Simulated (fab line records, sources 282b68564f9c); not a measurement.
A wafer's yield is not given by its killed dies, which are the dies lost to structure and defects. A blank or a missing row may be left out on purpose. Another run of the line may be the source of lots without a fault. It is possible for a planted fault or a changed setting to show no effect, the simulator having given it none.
Chamber matching | flow ritCmos | wetBench-01 running RIT_FOX1_WET_ETCH_02: 3 sister chambers
The step etches SiO2 in BOE, target depth 350 nm, time 390 s. 16 wafers are shown with their chamber, then 5 later ones without.

== WAFERS, EACH WITH ITS CHAMBER ==
wafer  | chamber | runLengthS (s)
L544.2 | 0       | 423
L544.4 | 0       | 423
L544.5 | 0       | 423
L547.1 | 0       | 421
L547.3 | 0       | 421
L547.4 | 0       | 421
L549.1 | 2       | 426
L549.2 | 2       | 426
L549.5 | 2       | 426
L550.1 | 3       | 418
L550.2 | 3       | 418
L550.3 | 3       | 418
L560.1 | 2       | 417
L560.3 | 2       | 417
L560.4 | 2       | 417
L564.4 | 2       | 417

SIGNATURES, as means of the wafers listed above
reading    | chamber 0 | chamber 2 | chamber 3 | scatter within a chamber
runLengthS | 422.00    | 420.86    | 418.00    | 3.34
Rule: distance of a wafer from a chamber = root of the sum over the readings of ((wafer's reading minus chamber's mean) / reading's scatter) squared. The wafer belongs to the nearest chamber; if the next one is less than 2 further off, it can't be placed. The scatter is the square root of a quotient: the sum, over the shown wafers, of each reading's squared deviation from its chamber's mean, divided by wafers minus chambers.

== WAFERS WHOSE CHAMBER IS MISSING ==
wafer  | runLengthS (s)
L564.5 | 417
L564.6 | 417
L565.1 | 417
L565.2 | 417
L565.4 | 417

== WHICH CHAMBER EACH ONE RAN IN ==
wafer  | from the rows above          | in truth
L564.5 | can't be placed: 3 or 2 or 0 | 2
L564.6 | can't be placed: 3 or 2 or 0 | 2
L565.1 | can't be placed: 3 or 2 or 0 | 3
L565.2 | can't be placed: 3 or 2 or 0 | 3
L565.4 | can't be placed: 3 or 2 or 0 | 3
Placed correctly: 0 of 5. Can't be placed from these rows: 5 (the true chamber is among the candidates in 5). 0 placed wrongly.
